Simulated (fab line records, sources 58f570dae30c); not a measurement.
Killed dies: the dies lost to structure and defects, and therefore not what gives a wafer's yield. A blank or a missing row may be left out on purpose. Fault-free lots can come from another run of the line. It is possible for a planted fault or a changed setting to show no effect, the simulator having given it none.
Which tool did it? | flow berkeley_cmos170 | Sampling: 13 lots, 39 wafers, 4 of 331 route steps

== WHAT THE GAUGES READ, wafer by wafer ==
UCB170_SILICIDE_RS_MEAS_02: uses a four-point probe to measure.
lot  | measured     | on            | SILICIDE_TI_RS (ohm/sq)
L344 | day 7 21:26  | film_metro-03 | 26.2 25.6 25.6
L343 | day 7 22:39  | film_metro-03 | 25.9 26.2 26.1
L342 | day 7 23:06  | film_metro-01 | 25.7 25.6 25.9
L348 | day 9 12:07  | film_metro-01 | 26.3 26.7 26.8
L357 | day 10 01:35 | film_metro-01 | 25.8 25.5 25.5
L353 | day 10 07:27 | film_metro-03 | 30.2 25.7 25.8
L358 | day 10 08:32 | film_metro-01 | 25.5 25.8 26.0
L359 | day 10 07:53 | film_metro-03 | 25.9 25.7 25.8
L360 | day 10 18:46 | film_metro-03 | 25.9 25.9 25.8
L362 | day 11 09:14 | film_metro-03 | 25.8 25.7 25.3
L363 | day 11 08:50 | film_metro-03 | 26.4 25.9 26.4
L364 | day 11 18:14 | film_metro-04 | 26.1 26.4 26.2
L365 | day 12 00:50 | film_metro-04 | 25.3 25.4 25.4

UCB170_SILICIDE_THK_MEAS_03: measures by xrf.
lot  | measured     | on            | SILICIDE_TI_THK (nm)
L344 | day 7 21:33  | film_metro-03 | 30.1 30.7 30.9
L343 | day 7 22:45  | film_metro-03 | 30.5 30.2 30.3
L342 | day 7 23:13  | film_metro-01 | 31.3 31.5 31.1
L348 | day 9 12:13  | film_metro-01 | 30.5 30.3 30.1
L357 | day 10 01:43 | film_metro-01 | 31.2 31.4 31.4
L353 | day 10 07:34 | film_metro-03 | 26.7 30.7 30.5
L358 | day 10 08:39 | film_metro-01 | 31.5 31.2 30.9
L359 | day 10 08:01 | film_metro-03 | 30.3 30.6 30.5
L360 | day 10 18:52 | film_metro-03 | 30.5 30.5 30.4
L362 | day 11 09:21 | film_metro-03 | 30.8 30.7 31.0
L363 | day 11 08:58 | film_metro-03 | 30.1 30.4 30.0
L364 | day 11 18:22 | film_metro-04 | 30.7 30.5 30.5
L365 | day 12 00:56 | film_metro-04 | 31.4 31.5 31.3

== WHICH TOOL RAN EACH LOT (tool, then ch and the chambers of the sampled wafers, then the start) ==
lot  | UCB170_SPACER_ETCHBACK_03          | UCB170_SILICIDE_SPUTTER_01
L344 | rie_diel-01 ch 0,1,3, day 7 12:52  | pvd_sputter-02, day 7 21:24
L343 | rie_diel-02 ch 0,1,2, day 7 12:56  | pvd_sputter-02, day 7 22:35
L342 | rie_diel-03 ch 0,2,3, day 7 13:00  | pvd_sputter-03, day 7 23:04
L348 | rie_diel-03 ch 1,2, day 8 23:17    | pvd_sputter-04, day 9 12:02
L357 | rie_diel-02 ch 0,1,3, day 9 20:14  | pvd_sputter-03, day 10 01:34
L353 | rie_diel-02 ch 1,2, day 10 01:42   | pvd_sputter-02, day 10 07:23
L358 | rie_diel-01 ch 1,2,3, day 10 01:42 | pvd_sputter-04, day 10 08:29
L359 | rie_diel-03 ch 0,2,3, day 10 01:42 | pvd_sputter-03, day 10 07:52
L360 | rie_diel-03 ch 1,2,3, day 10 10:02 | pvd_sputter-03, day 10 18:43
L362 | rie_diel-01 ch 0,1,2, day 11 03:50 | pvd_sputter-04, day 11 09:11
L363 | rie_diel-02 ch 1,2, day 11 03:50   | pvd_sputter-03, day 11 08:49
L364 | rie_diel-03 ch 0,2, day 11 11:53   | pvd_sputter-03, day 11 18:13
L365 | rie_diel-01 ch 1,2, day 11 19:29   | pvd_sputter-03, day 12 00:47
- UCB170_SPACER_ETCHBACK_03: etches SiO2 in CHF3/CF4/Ar, stops on Si, target depth 376 nm, time 100 s.
- UCB170_SILICIDE_SPUTTER_01: material Ti, target thk 30 nm, time 25 s.

== WHAT THE TOOLS THEMSELVES READ (means of the sampled wafers that have a number; where no wafer has one, the mark that the record gives instead) ==
UCB170_SPACER_ETCHBACK_03.
lot  | tool        | drypump_motor_current_A (A) | oes_product_au (a.u.) | throttle_valve_pct (%)
L344 | rie_diel-01 | 5.5                         | 0.913                 | 6.35
L343 | rie_diel-02 | 5.9                         | 0.897                 | 6.62
L342 | rie_diel-03 | 6.2                         | 0.896                 | 6.52
L348 | rie_diel-03 | 6.0                         | 0.916                 | 6.43
L357 | rie_diel-02 | 5.7                         | 0.912                 | 6.53
L353 | rie_diel-02 | 5.7                         | 0.901                 | 6.63
L358 | rie_diel-01 | 5.6                         | 0.919                 | 6.35
L359 | rie_diel-03 | 6.2                         | 0.894                 | 6.52
L360 | rie_diel-03 | 6.1                         | 0.895                 | 6.50
L362 | rie_diel-01 | 5.6                         | 0.900                 | 6.37
L363 | rie_diel-02 | 5.8                         | 0.892                 | 6.59
L364 | rie_diel-03 | 6.4                         | 0.907                 | 6.47
L365 | rie_diel-01 | 5.6                         | 0.905                 | 6.36

UCB170_SILICIDE_SPUTTER_01.
lot  | tool           | chamber_pressure_pa (Pa) | throttle_valve_pct (%)
L344 | pvd_sputter-02 | 0.5004                   | 29.9
L343 | pvd_sputter-02 | 0.5000                   | 29.5
L342 | pvd_sputter-03 | 0.5000                   | 30.4
L348 | pvd_sputter-04 | 0.5004                   | 30.2
L357 | pvd_sputter-03 | 0.4985                   | 29.8
L353 | pvd_sputter-02 | 0.5011                   | 30.1
L358 | pvd_sputter-04 | 0.5001                   | 30.7
L359 | pvd_sputter-03 | 0.5005                   | 30.5
L360 | pvd_sputter-03 | 0.4995                   | 30.0
L362 | pvd_sputter-04 | 0.5001                   | 30.1
L363 | pvd_sputter-03 | 0.5000                   | 29.8
L364 | pvd_sputter-03 | 0.5003                   | 30.1
L365 | pvd_sputter-03 | 0.5001                   | 29.8

== THE ANSWER, worked out from the rows above alone ==
Rule: the usual values come from the lots themselves. Put in order of their means at a reading, lots are off if they are a third of the lots or fewer, leave a main group of 4 or more, and stand apart from it by a gap of 3 or more times the standard deviation of the main group's means; of several such gaps the widest counts. If all means in a main group match to the digits the tables above print for the reading, that group is not used. A lot without any number at a reading at which 4 lots or more have one is off too. Where the step has rows for the other lots, those lots are counted as sound. First the gauges in route order, then the tools' own readings, where a lot's mean is used as printed above. The first step at which some lot is off is used, and at that step the reading that is off furthest; a lot without a number counts as furthest.
None of the lots is off at any reading shown; this tells nothing.

== WHAT THE SIMULATOR HAD PUT IN ==
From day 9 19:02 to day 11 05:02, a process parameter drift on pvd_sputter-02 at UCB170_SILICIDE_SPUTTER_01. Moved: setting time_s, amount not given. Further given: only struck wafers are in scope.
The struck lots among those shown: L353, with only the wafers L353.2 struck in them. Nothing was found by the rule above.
